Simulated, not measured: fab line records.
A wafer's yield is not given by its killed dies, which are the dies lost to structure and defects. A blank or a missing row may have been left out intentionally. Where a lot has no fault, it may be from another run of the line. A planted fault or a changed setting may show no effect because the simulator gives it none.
Matching of chambers | flow berkeley-cmos170 | UCB170_GATE_ETCH_15 on rie-si-02 has 4 sister chambers
The step etches poly-Si in HBr/Cl2, stops on SiO2, time 56.3 s, target depth 278.2 nm. 4 wafers are shown with their chamber, then 7 later ones without.

## WAFERS WITH THEIR CHAMBER
wafer  | chamber | drypump-motor-current-A (A)
L936.5 | 2       | 5.13
L953.3 | 1       | 5.92
L957.3 | 3       | 5.47
L957.4 | 0       | 5.65

## WAFERS MISSING THEIR CHAMBER
wafer  | drypump-motor-current-A (A)
L957.6 | 5.47
L954.2 | 5.12
L954.3 | 5.48
L954.4 | 5.93
L958.2 | 5.67
L958.4 | 5.92
L958.6 | 5.63

## CHAMBER TAKEN BY EACH
wafer  | from the rows above | in truth
L957.6 | 3                   | 3
L954.2 | 2                   | 2
L954.3 | 3                   | 3
L954.4 | 1                   | 1
L958.2 | 0                   | 0
L958.4 | 1                   | 1
L958.6 | 0                   | 0
Correct placement for 7 of the 7. Number that these rows cannot place: 0. Wrongly placed: 0.
How it was worked out, from the rows above alone: a wafer's distance from a chamber is the root of the sum, over the readings, of the square of ((its reading less the chamber's mean) divided by the reading's scatter). The wafer belongs to the nearest chamber; if the next one is less than 2 further off, it can't be placed. A chamber's mean is the mean of its shown wafers. The scatter (one wafer shown for each chamber): square how far every hidden wafer sits from the nearest shown wafer, average those squares and take the square root.
